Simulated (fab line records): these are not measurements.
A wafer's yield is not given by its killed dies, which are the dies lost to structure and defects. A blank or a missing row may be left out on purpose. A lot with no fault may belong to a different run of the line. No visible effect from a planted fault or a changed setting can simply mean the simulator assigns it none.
fab line records / flow berkeley_cmos170
record: lots: 15 wafers: 45 last_day: 11
route steps=331 shown PWELL@46 PFIELD@87
lots that met no fault: taken from a fault-free run of the same line
start_h: hours from the record's opening day to when the first of the lot's shown wafers began / wait_h: how many hours have passed since the lot's step before this one / " identical to the entry in the row above / L1.1+2: one row covering several wafers at once / - value missing, or start not given / * or withheld: withheld / < > ~ a bound
route shown NAME@n: NAME is a module with steps in the file, n the number in the route of the first one / usual: average and standard deviation across the fault-free wafers / same: alike in all rows / chamber/n: place in a boat / sites: the reading at each site / _std_site: the standard deviation of these / _edge_site: inner sites' mean taken away from outer sites' mean / radius_mm: how far each site lies from the wafer's centre / mask NAME#n: copy n / behind: tool/chamber where the wafer was last shaped / hold: cause of the lot's hold/its duration in hours/its outcome / device: the transistor (n, p or np) that didn't switch / end of line: the tests these same wafers got at the end of their route / step lacking rows: just its recipe / killed: dies lost to structure and defects at the first sort, not the wafer's yield / map: a wafer's dies, marking killed ones x, the rest . and places with no die _
set.NAME: the setting the step ran with; set.NAME@STEP: the setting that earlier step ran with / model.NAME: the simulator's own value behind a step, which no gauge read
a sample of lots followed through the steps of the route, with each step as a table and each wafer as a row
services: the hour from which a tool's chamber was out of use, counted from the record's first day as start_h (under 0 if before that day), plus the number of hours and why
== steps ==
step: UCB170_PWELL_DEVELOP_12
recipe: developer: TMAH develop_time_s: 45 resist: KrF dev_temp_c: 21
usual: chill_plate_temp_C: 23.00/0.11 develop_time_s: 45/0
lot.wafer=L786.2 tool=litho_track-02 chamber=0 start_h=47 wait_h=- chill_plate_temp_C=23.15 develop_time_s=45
lot.wafer=L786.3 tool=litho_track-02 chamber=0 start_h=47 wait_h=- chill_plate_temp_C=22.96 develop_time_s=45
lot.wafer=L786.6 tool=litho_track-02 chamber=0 start_h=47 wait_h=- chill_plate_temp_C=23.01 develop_time_s=45
lot.wafer=L787.1 tool=litho_track-02 chamber=0 start_h=56 wait_h=- chill_plate_temp_C=23.02 develop_time_s=45
lot.wafer=L787.2 tool=litho_track-02 chamber=0 start_h=56 wait_h=- chill_plate_temp_C=22.91 develop_time_s=45
lot.wafer=L787.3 tool=litho_track-02 chamber=0 start_h=56 wait_h=- chill_plate_temp_C=23.14 develop_time_s=45
lot.wafer=L788.1 tool=litho_track-01 chamber=0 start_h=56 wait_h=- chill_plate_temp_C=23.17 develop_time_s=45
lot.wafer=L788.4 tool=litho_track-01 chamber=0 start_h=56 wait_h=- chill_plate_temp_C=22.77 develop_time_s=45
lot.wafer=L788.6 tool=litho_track-01 chamber=0 start_h=56 wait_h=- chill_plate_temp_C=23.01 develop_time_s=45
lot.wafer=L790.1 tool=litho_track-01 chamber=0 start_h=68 wait_h=- chill_plate_temp_C=22.93 develop_time_s=45
lot.wafer=L790.4 tool=litho_track-01 chamber=0 start_h=69 wait_h=- chill_plate_temp_C=23.04 develop_time_s=45
lot.wafer=L790.5 tool=litho_track-01 chamber=0 start_h=69 wait_h=- chill_plate_temp_C=23.13 develop_time_s=45
lot.wafer=L791.1 tool=litho_track-04 chamber=0 start_h=70 wait_h=- chill_plate_temp_C=22.95 develop_time_s=45
lot.wafer=L791.2 tool=litho_track-04 chamber=0 start_h=70 wait_h=- chill_plate_temp_C=22.95 develop_time_s=45
lot.wafer=L791.5 tool=litho_track-04 chamber=0 start_h=70 wait_h=- chill_plate_temp_C=22.96 develop_time_s=45
lot.wafer=L792.1 tool=litho_track-04 chamber=0 start_h=75 wait_h=- chill_plate_temp_C=23.08 develop_time_s=45
lot.wafer=L792.3 tool=litho_track-04 chamber=0 start_h=75 wait_h=- chill_plate_temp_C=22.91 develop_time_s=45
lot.wafer=L792.4 tool=litho_track-04 chamber=0 start_h=75 wait_h=- chill_plate_temp_C=23.09 develop_time_s=45
lot.wafer=L794.1 tool=litho_track-02 chamber=0 start_h=84 wait_h=- chill_plate_temp_C=22.89 develop_time_s=45
lot.wafer=L794.3 tool=litho_track-02 chamber=0 start_h=84 wait_h=- chill_plate_temp_C=23.07 develop_time_s=45
lot.wafer=L794.4 tool=litho_track-02 chamber=0 start_h=84 wait_h=- chill_plate_temp_C=22.99 develop_time_s=45
lot.wafer=L795.4 tool=litho_track-04 chamber=0 start_h=90 wait_h=- chill_plate_temp_C=23.06 develop_time_s=45
lot.wafer=L795.5 tool=litho_track-04 chamber=0 start_h=90 wait_h=- chill_plate_temp_C=23.04 develop_time_s=45
lot.wafer=L795.6 tool=litho_track-04 chamber=0 start_h=90 wait_h=- chill_plate_temp_C=22.85 develop_time_s=45
lot.wafer=L796.1 tool=litho_track-01 chamber=0 start_h=94 wait_h=- chill_plate_temp_C=22.91 develop_time_s=45
lot.wafer=L796.3 tool=litho_track-01 chamber=0 start_h=94 wait_h=- chill_plate_temp_C=22.77 develop_time_s=45
lot.wafer=L796.4 tool=litho_track-01 chamber=0 start_h=94 wait_h=- chill_plate_temp_C=22.79 develop_time_s=45
lot.wafer=L797.1 tool=litho_track-02 chamber=0 start_h=106 wait_h=- chill_plate_temp_C=23.11 develop_time_s=45
lot.wafer=L797.4 tool=litho_track-02 chamber=0 start_h=106 wait_h=- chill_plate_temp_C=23.17 develop_time_s=45
lot.wafer=L797.5 tool=litho_track-02 chamber=0 start_h=106 wait_h=- chill_plate_temp_C=23.11 develop_time_s=45
lot.wafer=L805.1 tool=litho_track-01 chamber=0 start_h=143 wait_h=- chill_plate_temp_C=23.16 develop_time_s=45
lot.wafer=L805.4 tool=litho_track-01 chamber=0 start_h=144 wait_h=- chill_plate_temp_C=23.25 develop_time_s=45
lot.wafer=L805.6 tool=litho_track-01 chamber=0 start_h=144 wait_h=- chill_plate_temp_C=23.17 develop_time_s=45
lot.wafer=L806.1 tool=litho_track-04 chamber=- start_h=154 wait_h=- chill_plate_temp_C=- develop_time_s=-
lot.wafer=L806.2 tool=litho_track-04 chamber=- start_h=154 wait_h=- chill_plate_temp_C=- develop_time_s=-
lot.wafer=L806.3 tool=litho_track-04 chamber=- start_h=154 wait_h=- chill_plate_temp_C=- develop_time_s=-
lot.wafer=L807.1 tool=litho_track-01 chamber=- start_h=154 wait_h=- chill_plate_temp_C=- develop_time_s=-
lot.wafer=L807.5 tool=litho_track-01 chamber=- start_h=154 wait_h=- chill_plate_temp_C=- develop_time_s=-
lot.wafer=L807.6 tool=litho_track-01 chamber=- start_h=154 wait_h=- chill_plate_temp_C=- develop_time_s=-
lot.wafer=L808.2 tool=litho_track-01 chamber=- start_h=156 wait_h=- chill_plate_temp_C=- develop_time_s=-
lot.wafer=L808.5 tool=litho_track-01 chamber=- start_h=156 wait_h=- chill_plate_temp_C=- develop_time_s=-
lot.wafer=L808.6 tool=litho_track-01 chamber=- start_h=156 wait_h=- chill_plate_temp_C=- develop_time_s=-
lot.wafer=L809.1 tool=litho_track-04 chamber=0 start_h=156 wait_h=- chill_plate_temp_C=22.95 develop_time_s=45
lot.wafer=L809.3 tool=litho_track-04 chamber=0 start_h=156 wait_h=- chill_plate_temp_C=22.92 develop_time_s=45
lot.wafer=L809.4 tool=litho_track-04 chamber=0 start_h=156 wait_h=- chill_plate_temp_C=22.88 develop_time_s=45
step: UCB170_PWELL_OVL_MEAS_13
usual: PWELL_OVL: 2/6.8
lot.wafer=L786.2 tool=overlay-01 chamber=- start_h=47.84 wait_h=- PWELL_OVL[nm]=2
lot.wafer=L786.3 tool=overlay-01 chamber=- start_h=47.84 wait_h=- PWELL_OVL[nm]=7
lot.wafer=L786.6 tool=overlay-01 chamber=- start_h=47.84 wait_h=- PWELL_OVL[nm]=8
lot.wafer=L787.1 tool=overlay-01 chamber=- start_h=56.43 wait_h=- PWELL_OVL[nm]=-6
lot.wafer=L787.2 tool=overlay-01 chamber=- start_h=56.43 wait_h=- PWELL_OVL[nm]=-5
lot.wafer=L787.3 tool=overlay-01 chamber=- start_h=56.43 wait_h=- PWELL_OVL[nm]=-6
lot.wafer=L788.1 tool=overlay-01 chamber=- start_h=56.56 wait_h=- PWELL_OVL[nm]=-1
lot.wafer=L788.4 tool=overlay-01 chamber=- start_h=56.56 wait_h=- PWELL_OVL[nm]=5
lot.wafer=L788.6 tool=overlay-01 chamber=- start_h=56.56 wait_h=- PWELL_OVL[nm]=3
lot.wafer=L790.1 tool=overlay-02 chamber=- start_h=69.11 wait_h=- PWELL_OVL[nm]=23
lot.wafer=L790.4 tool=overlay-02 chamber=- start_h=69.11 wait_h=- PWELL_OVL[nm]=16
lot.wafer=L790.5 tool=overlay-02 chamber=- start_h=69.11 wait_h=- PWELL_OVL[nm]=21
lot.wafer=L791.1 tool=overlay-01 chamber=- start_h=70.23 wait_h=- PWELL_OVL[nm]=1
lot.wafer=L791.2 tool=overlay-01 chamber=- start_h=70.23 wait_h=- PWELL_OVL[nm]=-7
lot.wafer=L791.5 tool=overlay-01 chamber=- start_h=70.23 wait_h=- PWELL_OVL[nm]=-7
lot.wafer=L792.1 tool=overlay-02 chamber=- start_h=75.99 wait_h=- PWELL_OVL[nm]=3
lot.wafer=L792.3 tool=overlay-02 chamber=- start_h=75.99 wait_h=- PWELL_OVL[nm]=5
lot.wafer=L792.4 tool=overlay-02 chamber=- start_h=75.99 wait_h=- PWELL_OVL[nm]=1
lot.wafer=L794.1 tool=overlay-02 chamber=- start_h=84.95 wait_h=- PWELL_OVL[nm]=0
lot.wafer=L794.3 tool=overlay-02 chamber=- start_h=84.95 wait_h=- PWELL_OVL[nm]=2
lot.wafer=L794.4 tool=overlay-02 chamber=- start_h=84.95 wait_h=- PWELL_OVL[nm]=3
lot.wafer=L795.4 tool=overlay-02 chamber=- start_h=90.88 wait_h=- PWELL_OVL[nm]=1
lot.wafer=L795.5 tool=overlay-02 chamber=- start_h=90.88 wait_h=- PWELL_OVL[nm]=1
lot.wafer=L795.6 tool=overlay-02 chamber=- start_h=90.88 wait_h=- PWELL_OVL[nm]=2
lot.wafer=L796.1 tool=overlay-01 chamber=- start_h=94.70 wait_h=- PWELL_OVL[nm]=-10
lot.wafer=L796.3 tool=overlay-01 chamber=- start_h=94.70 wait_h=- PWELL_OVL[nm]=-7
lot.wafer=L796.4 tool=overlay-01 chamber=- start_h=94.70 wait_h=- PWELL_OVL[nm]=-12
lot.wafer=L797.1 tool=overlay-02 chamber=- start_h=106.17 wait_h=- PWELL_OVL[nm]=-12
lot.wafer=L797.4 tool=overlay-02 chamber=- start_h=106.17 wait_h=- PWELL_OVL[nm]=-9
lot.wafer=L797.5 tool=overlay-02 chamber=- start_h=106.17 wait_h=- PWELL_OVL[nm]=-7
lot.wafer=L805.1 tool=overlay-02 chamber=- start_h=144.11 wait_h=- PWELL_OVL[nm]=-1
lot.wafer=L805.4 tool=overlay-02 chamber=- start_h=144.11 wait_h=- PWELL_OVL[nm]=6
lot.wafer=L805.6 tool=overlay-02 chamber=- start_h=144.11 wait_h=- PWELL_OVL[nm]=4
lot.wafer=L806.1 tool=overlay-01 chamber=- start_h=154.62 wait_h=- PWELL_OVL[nm]=-
lot.wafer=L806.2 tool=overlay-01 chamber=- start_h=154.62 wait_h=- PWELL_OVL[nm]=-
lot.wafer=L806.3 tool=overlay-01 chamber=- start_h=154.62 wait_h=- PWELL_OVL[nm]=-
lot.wafer=L807.1 tool=overlay-02 chamber=- start_h=154.74 wait_h=- PWELL_OVL[nm]=-
lot.wafer=L807.5 tool=overlay-02 chamber=- start_h=154.74 wait_h=- PWELL_OVL[nm]=-
lot.wafer=L807.6 tool=overlay-02 chamber=- start_h=154.74 wait_h=- PWELL_OVL[nm]=-
lot.wafer=L808.2 tool=overlay-01 chamber=- start_h=156.82 wait_h=- PWELL_OVL[nm]=-
lot.wafer=L808.5 tool=overlay-01 chamber=- start_h=156.82 wait_h=- PWELL_OVL[nm]=-
lot.wafer=L808.6 tool=overlay-01 chamber=- start_h=156.82 wait_h=- PWELL_OVL[nm]=-
lot.wafer=L809.1 tool=overlay-02 chamber=- start_h=156.93 wait_h=- PWELL_OVL[nm]=4
lot.wafer=L809.3 tool=overlay-02 chamber=- start_h=156.93 wait_h=- PWELL_OVL[nm]=8
lot.wafer=L809.4 tool=overlay-02 chamber=- start_h=156.93 wait_h=- PWELL_OVL[nm]=-5
step: UCB170_PFIELD_STRIP_08
recipe: chemistry: O2 power_w: 400 pressure_mtorr: 3500 platen_temp_c: withheld o2_flow_sccm: 400 overash_fraction: 0.5
usual: drypump_motor_current_A: 5.6/0.47 o2_flow_sccm: 399.9/1.1 oes_product_au: 0.735/0.0042 strip_time_to_endpoint_s: 21.63/0.06
lot.wafer=L786.2 tool=plasma_asher-01 chamber=1 start_h=70.08 wait_h=0.1 drypump_motor_current_A=5.2 o2_flow_sccm=400.8 oes_product_au=0.733 rf_hours_counter_h=35 strip_time_to_endpoint_s=21.65
lot.wafer=L786.3 tool=plasma_asher-01 chamber=1 start_h=70.08 wait_h=0.1 drypump_motor_current_A=5.2 o2_flow_sccm=400.6 oes_product_au=0.742 rf_hours_counter_h=- strip_time_to_endpoint_s=21.70
lot.wafer=L786.6 tool=plasma_asher-01 chamber=0 start_h=70.08 wait_h=0.1 drypump_motor_current_A=5.3 o2_flow_sccm=398.4 oes_product_au=0.738 rf_hours_counter_h=- strip_time_to_endpoint_s=21.73
lot.wafer=L788.1 tool=plasma_asher-03 chamber=1 start_h=81.68 wait_h=0.1 drypump_motor_current_A=5.0 o2_flow_sccm=400.9 oes_product_au=0.733 rf_hours_counter_h=30 strip_time_to_endpoint_s=21.69
lot.wafer=L788.4 tool=plasma_asher-03 chamber=1 start_h=81.68 wait_h=0.1 drypump_motor_current_A=5.0 o2_flow_sccm=401.8 oes_product_au=0.732 rf_hours_counter_h=- strip_time_to_endpoint_s=21.64
lot.wafer=L788.6 tool=plasma_asher-03 chamber=1 start_h=81.68 wait_h=0.1 drypump_motor_current_A=5.0 o2_flow_sccm=400.6 oes_product_au=0.728 rf_hours_counter_h=- strip_time_to_endpoint_s=21.59
lot.wafer=L787.1 tool=plasma_asher-03 chamber=0 start_h=82.40 wait_h=0.1 drypump_motor_current_A=6.3 o2_flow_sccm=400.2 oes_product_au=0.732 rf_hours_counter_h=30 strip_time_to_endpoint_s=21.65
lot.wafer=L787.2 tool=plasma_asher-03 chamber=1 start_h=82.40 wait_h=0.1 drypump_motor_current_A=5.0 o2_flow_sccm=399.8 oes_product_au=0.739 rf_hours_counter_h=30 strip_time_to_endpoint_s=21.69
lot.wafer=L787.3 tool=plasma_asher-03 chamber=0 start_h=82.40 wait_h=0.1 drypump_motor_current_A=6.3 o2_flow_sccm=399.1 oes_product_au=0.737 rf_hours_counter_h=- strip_time_to_endpoint_s=21.66
lot.wafer=L790.1 tool=plasma_asher-03 chamber=0 start_h=97.45 wait_h=0.1 drypump_motor_current_A=6.3 o2_flow_sccm=400.3 oes_product_au=0.738 rf_hours_counter_h=32 strip_time_to_endpoint_s=21.70
lot.wafer=L790.4 tool=plasma_asher-03 chamber=0 start_h=97.45 wait_h=0.1 drypump_motor_current_A=6.3 o2_flow_sccm=401.2 oes_product_au=0.736 rf_hours_counter_h=- strip_time_to_endpoint_s=21.73
lot.wafer=L790.5 tool=plasma_asher-03 chamber=1 start_h=97.45 wait_h=0.1 drypump_motor_current_A=5.0 o2_flow_sccm=397.7 oes_product_au=0.734 rf_hours_counter_h=- strip_time_to_endpoint_s=21.67
lot.wafer=L791.1 tool=plasma_asher-01 chamber=0 start_h=98.14 wait_h=0.1 drypump_motor_current_A=5.3 o2_flow_sccm=399.8 oes_product_au=0.729 rf_hours_counter_h=38 strip_time_to_endpoint_s=21.62
lot.wafer=L791.2 tool=plasma_asher-01 chamber=1 start_h=98.14 wait_h=0.1 drypump_motor_current_A=5.2 o2_flow_sccm=400.0 oes_product_au=0.734 rf_hours_counter_h=38 strip_time_to_endpoint_s=21.58
lot.wafer=L791.5 tool=plasma_asher-01 chamber=1 start_h=98.14 wait_h=0.1 drypump_motor_current_A=5.2 o2_flow_sccm=398.1 oes_product_au=0.743 rf_hours_counter_h=- strip_time_to_endpoint_s=21.59
lot.wafer=L792.1 tool=plasma_asher-04 chamber=0 start_h=106.08 wait_h=0.1 drypump_motor_current_A=5.8 o2_flow_sccm=400.2 oes_product_au=0.740 rf_hours_counter_h=40 strip_time_to_endpoint_s=21.66
lot.wafer=L792.3 tool=plasma_asher-04 chamber=1 start_h=106.08 wait_h=0.1 drypump_motor_current_A=6.1 o2_flow_sccm=399.1 oes_product_au=0.737 rf_hours_counter_h=- strip_time_to_endpoint_s=21.69
lot.wafer=L792.4 tool=plasma_asher-04 chamber=0 start_h=106.08 wait_h=0.1 drypump_motor_current_A=5.8 o2_flow_sccm=399.6 oes_product_au=0.733 rf_hours_counter_h=- strip_time_to_endpoint_s=21.68
lot.wafer=L794.1 tool=plasma_asher-01 chamber=0 start_h=117.98 wait_h=0.1 drypump_motor_current_A=5.3 o2_flow_sccm=399.3 oes_product_au=0.741 rf_hours_counter_h=0 strip_time_to_endpoint_s=21.61
lot.wafer=L794.3 tool=plasma_asher-01 chamber=1 start_h=117.98 wait_h=0.1 drypump_motor_current_A=5.2 o2_flow_sccm=401.1 oes_product_au=0.738 rf_hours_counter_h=- strip_time_to_endpoint_s=21.70
lot.wafer=L794.4 tool=plasma_asher-01 chamber=0 start_h=117.98 wait_h=0.1 drypump_motor_current_A=5.3 o2_flow_sccm=399.9 oes_product_au=0.736 rf_hours_counter_h=- strip_time_to_endpoint_s=21.64
lot.wafer=L795.4 tool=plasma_asher-01 chamber=0 start_h=125.07 wait_h=0.1 drypump_motor_current_A=5.3 o2_flow_sccm=401.9 oes_product_au=0.733 rf_hours_counter_h=- strip_time_to_endpoint_s=21.55
lot.wafer=L795.5 tool=plasma_asher-01 chamber=1 start_h=125.07 wait_h=0.1 drypump_motor_current_A=5.2 o2_flow_sccm=398.9 oes_product_au=0.732 rf_hours_counter_h=- strip_time_to_endpoint_s=21.56
lot.wafer=L795.6 tool=plasma_asher-01 chamber=0 start_h=125.07 wait_h=0.1 drypump_motor_current_A=5.3 o2_flow_sccm=400.0 oes_product_au=0.735 rf_hours_counter_h=- strip_time_to_endpoint_s=21.61
lot.wafer=L796.1 tool=plasma_asher-04 chamber=0 start_h=127.02 wait_h=0.1 drypump_motor_current_A=5.7 o2_flow_sccm=401.0 oes_product_au=0.733 rf_hours_counter_h=43 strip_time_to_endpoint_s=21.63
lot.wafer=L796.3 tool=plasma_asher-04 chamber=0 start_h=127.02 wait_h=0.1 drypump_motor_current_A=5.8 o2_flow_sccm=402.1 oes_product_au=0.738 rf_hours_counter_h=- strip_time_to_endpoint_s=21.65
lot.wafer=L796.4 tool=plasma_asher-04 chamber=1 start_h=127.02 wait_h=0.1 drypump_motor_current_A=6.1 o2_flow_sccm=399.8 oes_product_au=0.743 rf_hours_counter_h=- strip_time_to_endpoint_s=21.66
lot.wafer=L797.1 tool=plasma_asher-03 chamber=0 start_h=141.19 wait_h=0.1 drypump_motor_current_A=6.3 o2_flow_sccm=399.3 oes_product_au=0.729 rf_hours_counter_h=37 strip_time_to_endpoint_s=21.59
lot.wafer=L797.4 tool=plasma_asher-03 chamber=0 start_h=141.19 wait_h=0.1 drypump_motor_current_A=6.3 o2_flow_sccm=398.5 oes_product_au=0.730 rf_hours_counter_h=- strip_time_to_endpoint_s=21.60
lot.wafer=L797.5 tool=plasma_asher-03 chamber=1 start_h=141.19 wait_h=0.1 drypump_motor_current_A=5.0 o2_flow_sccm=399.4 oes_product_au=0.736 rf_hours_counter_h=- strip_time_to_endpoint_s=21.67
lot.wafer=L805.1 tool=plasma_asher-03 chamber=1 start_h=173.71 wait_h=0.1 drypump_motor_current_A=5.0 o2_flow_sccm=400.2 oes_product_au=0.738 rf_hours_counter_h=41 strip_time_to_endpoint_s=21.63
lot.wafer=L805.4 tool=plasma_asher-03 chamber=1 start_h=173.71 wait_h=0.1 drypump_motor_current_A=5.0 o2_flow_sccm=399.9 oes_product_au=0.731 rf_hours_counter_h=- strip_time_to_endpoint_s=21.61
lot.wafer=L805.6 tool=plasma_asher-03 chamber=0 start_h=173.71 wait_h=0.1 drypump_motor_current_A=6.3 o2_flow_sccm=397.3 oes_product_au=0.740 rf_hours_counter_h=- strip_time_to_endpoint_s=21.65
lot.wafer=L809.1 tool=plasma_asher-04 chamber=1 start_h=182.39 wait_h=0.1 drypump_motor_current_A=6.1 o2_flow_sccm=399.9 oes_product_au=0.739 rf_hours_counter_h=49 strip_time_to_endpoint_s=21.51
lot.wafer=L809.3 tool=plasma_asher-04 chamber=1 start_h=182.39 wait_h=0.1 drypump_motor_current_A=6.1 o2_flow_sccm=400.3 oes_product_au=0.731 rf_hours_counter_h=- strip_time_to_endpoint_s=21.56
lot.wafer=L809.4 tool=plasma_asher-04 chamber=0 start_h=182.39 wait_h=0.1 drypump_motor_current_A=5.8 o2_flow_sccm=400.3 oes_product_au=0.730 rf_hours_counter_h=- strip_time_to_endpoint_s=21.52
step: UCB170_PFIELD_TW_MEAS_09
usual: PFIELD_TW: 595/7.2
lot.wafer=L786.2 tool=film_metro-02 chamber=- start_h=70.19 wait_h=0.1 PFIELD_TW=589
lot.wafer=L786.3 tool=film_metro-02 chamber=- start_h=70.19 wait_h=0.1 PFIELD_TW=592
lot.wafer=L786.6 tool=film_metro-02 chamber=- start_h=70.19 wait_h=0.1 PFIELD_TW=593
lot.wafer=L788.1 tool=film_metro-03 chamber=- start_h=81.78 wait_h=0.1 PFIELD_TW=602
lot.wafer=L788.4 tool=film_metro-03 chamber=- start_h=81.78 wait_h=0.1 PFIELD_TW=602
lot.wafer=L788.6 tool=film_metro-03 chamber=- start_h=81.78 wait_h=0.1 PFIELD_TW=603
lot.wafer=L787.1 tool=film_metro-03 chamber=- start_h=82.50 wait_h=0.1 PFIELD_TW=607
lot.wafer=L787.2 tool=film_metro-03 chamber=- start_h=82.50 wait_h=0.1 PFIELD_TW=601
lot.wafer=L787.3 tool=film_metro-03 chamber=- start_h=82.50 wait_h=0.1 PFIELD_TW=605
lot.wafer=L790.1 tool=film_metro-04 chamber=- start_h=97.55 wait_h=0.1 PFIELD_TW=588
lot.wafer=L790.4 tool=film_metro-04 chamber=- start_h=97.55 wait_h=0.1 PFIELD_TW=588
lot.wafer=L790.5 tool=film_metro-04 chamber=- start_h=97.55 wait_h=0.1 PFIELD_TW=585
lot.wafer=L791.1 tool=film_metro-04 chamber=- start_h=98.25 wait_h=0.1 PFIELD_TW=586
lot.wafer=L791.2 tool=film_metro-04 chamber=- start_h=98.25 wait_h=0.1 PFIELD_TW=586
lot.wafer=L791.5 tool=film_metro-04 chamber=- start_h=98.25 wait_h=0.1 PFIELD_TW=587
lot.wafer=L792.1 tool=film_metro-04 chamber=- start_h=106.18 wait_h=0.1 PFIELD_TW=585
lot.wafer=L792.3 tool=film_metro-04 chamber=- start_h=106.18 wait_h=0.1 PFIELD_TW=588
lot.wafer=L792.4 tool=film_metro-04 chamber=- start_h=106.18 wait_h=0.1 PFIELD_TW=582
lot.wafer=L794.1 tool=film_metro-03 chamber=- start_h=118.08 wait_h=0.1 PFIELD_TW=608
lot.wafer=L794.3 tool=film_metro-03 chamber=- start_h=118.08 wait_h=0.1 PFIELD_TW=608
lot.wafer=L794.4 tool=film_metro-03 chamber=- start_h=118.08 wait_h=0.1 PFIELD_TW=606
lot.wafer=L795.4 tool=film_metro-03 chamber=- start_h=125.16 wait_h=0.1 PFIELD_TW=602
lot.wafer=L795.5 tool=film_metro-03 chamber=- start_h=125.16 wait_h=0.1 PFIELD_TW=605
lot.wafer=L795.6 tool=film_metro-03 chamber=- start_h=125.16 wait_h=0.1 PFIELD_TW=610
lot.wafer=L796.1 tool=film_metro-03 chamber=- start_h=127.12 wait_h=0.1 PFIELD_TW=608
lot.wafer=L796.3 tool=film_metro-03 chamber=- start_h=127.12 wait_h=0.1 PFIELD_TW=605
lot.wafer=L796.4 tool=film_metro-03 chamber=- start_h=127.12 wait_h=0.1 PFIELD_TW=604
lot.wafer=L797.1 tool=film_metro-02 chamber=- start_h=141.29 wait_h=0.1 PFIELD_TW=598
lot.wafer=L797.4 tool=film_metro-02 chamber=- start_h=141.29 wait_h=0.1 PFIELD_TW=598
lot.wafer=L797.5 tool=film_metro-02 chamber=- start_h=141.29 wait_h=0.1 PFIELD_TW=597
lot.wafer=L805.1 tool=film_metro-04 chamber=- start_h=173.81 wait_h=0.1 PFIELD_TW=593
lot.wafer=L805.4 tool=film_metro-04 chamber=- start_h=173.81 wait_h=0.1 PFIELD_TW=587
lot.wafer=L805.6 tool=film_metro-04 chamber=- start_h=173.81 wait_h=0.1 PFIELD_TW=591
lot.wafer=L809.1 tool=film_metro-03 chamber=- start_h=182.49 wait_h=0.1 PFIELD_TW=601
lot.wafer=L809.3 tool=film_metro-03 chamber=- start_h=182.49 wait_h=0.1 PFIELD_TW=605
lot.wafer=L809.4 tool=film_metro-03 chamber=- start_h=182.49 wait_h=0.1 PFIELD_TW=603
== services ==
tool=plasma_asher-01 chamber=- start_h=31.19 hours=9.4 kind=repair
tool=plasma_asher-01 chamber=- start_h=108.78 hours=9.0 kind=pm
tool=plasma_asher-01 chamber=0 start_h=108.78 hours=9.0 kind=vent_cycle
tool=plasma_asher-01 chamber=1 start_h=108.78 hours=9.0 kind=vent_cycle
tool=plasma_asher-01 chamber=0 start_h=117.78 hours=- kind=clean
tool=plasma_asher-01 chamber=1 start_h=117.78 hours=- kind=clean
tool=plasma_asher-04 chamber=- start_h=124.88 hours=0.6 kind=repair
tool=plasma_asher-01 chamber=- start_h=165.91 hours=4.3 kind=pm
== key ==
first_sign: step: UCB170_PWELL_DEVELOP_12 reading: tool_record direction: missing
effect none on later readings
met_at UCB170_PWELL_DEVELOP_12
struck_lots L806,L807,L808
later_rows_left_out L806.1,L806.2,L806.3,L807.1,L807.5,L807.6,L808.2,L808.5,L808.6
sort_left_out L806.1,L806.2,L806.3,L807.1,L807.5,L807.6,L808.2,L808.5,L808.6
tester_left_out L806,L807,L808
not_acting_at UCB170_PWELL_OVL_MEAS_13,UCB170_PFIELD_STRIP_08,UCB170_PFIELD_TW_MEAS_09
onset_between 143 154
fault: kind: skipped_step_whole tool: litho_track-01,litho_track-04 chamber: - onset_h: 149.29 steps: UCB170_PWELL_DEVELOP_12 scope: struck_lots_only
tester_left_out: of these lots the tester's yield and bins aren't shown, on N5 and GAA mostly nor the transistor test; their killed dies are dies lost to structure and defects alone, not to doping, threshold or leakage, so they don't give the yield
sort_left_out: the simulated sort isn't trusted on such a fault, so these wafers' sort isn't shown, and their yield isn't known
later_rows_left_out: the simulator's readings of these wafers behind a module that went badly wrong aren't trusted and aren't shown, but for the sort
